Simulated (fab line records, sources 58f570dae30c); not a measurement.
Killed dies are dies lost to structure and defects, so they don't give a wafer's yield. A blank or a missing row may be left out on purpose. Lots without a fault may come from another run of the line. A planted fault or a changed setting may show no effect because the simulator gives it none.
Which tool did it? | flow berkeley_cmos170 | 7 lots, 21 wafers sampled, at 3 steps of a route of 331

WHAT THE GAUGES READ, wafer by wafer
UCB170_PSD_OVL_MEAS_07.
lot  | measured     | on         | PSD_OVL (nm)
L765 | day 6 09:36  | overlay-02 | -11 -6 -8
L768 | day 7 02:32  | overlay-02 | -6 -1 -6
L773 | day 8 17:10  | overlay-02 | -13 -6 -7
L781 | day 10 05:36 | overlay-01 | -1 4 -1
L783 | day 10 21:18 | overlay-01 | 5 3 8
L787 | day 11 19:43 | overlay-01 | -1 -3 8

WHICH TOOL RAN EACH LOT (tool, then ch and the chambers of the sampled wafers, then the start)
lot  | UCB170_PWELL_ETCH_14              | UCB170_PWELL_STRIP_16
L765 | rie_diel-04 ch 2,3, day 3 00:05   | plasma_asher-01 ch 0, day 3 00:20
L768 | rie_diel-04 ch 0,1,3, day 3 18:08 | plasma_asher-01 ch 0,1, day 3 18:23
L773 | rie_diel-02 ch 1,2,3, day 5 00:55 | plasma_asher-01 ch 0,1, day 5 01:10
L776 | rie_diel-03 ch 1,2,3, day 5 11:39 | plasma_asher-02 ch 0,1, day 5 11:54
L781 | rie_diel-02 ch 1,3, day 6 09:00   | plasma_asher-01 ch 0,1, day 6 09:15
L783 | rie_diel-03 ch 2,3, day 7 05:20   | plasma_asher-04 ch 0, day 7 05:35
L787 | rie_diel-02 ch 1,2, day 7 21:28   | plasma_asher-01 ch 0,1, day 7 21:44
- UCB170_PWELL_ETCH_14: etches Si3N4 in CH3F/Ar/O2, stops on SiO2, target depth 242 nm, time 151 s.
- UCB170_PWELL_STRIP_16: strips in O2.

THE ANSWER, worked out from the rows above alone
Rule: what is usual is taken from the lots themselves. Put in order of their means at a reading, lots are off if they are a third of the lots or fewer, leave a main group of 4 or more, and stand apart from it by a gap of 3 or more times the standard deviation of the main group's means; of several such gaps the widest counts. A main group whose means are all the same, to the digits that the tables above print for the reading, isn't used. A lot without any number at a reading at which 4 lots or more have one is off too. The other lots that the step has rows for count as sound.
No lot is off at any reading shown: from this, nothing can be told.

WHAT THE SIMULATOR HAD PUT IN
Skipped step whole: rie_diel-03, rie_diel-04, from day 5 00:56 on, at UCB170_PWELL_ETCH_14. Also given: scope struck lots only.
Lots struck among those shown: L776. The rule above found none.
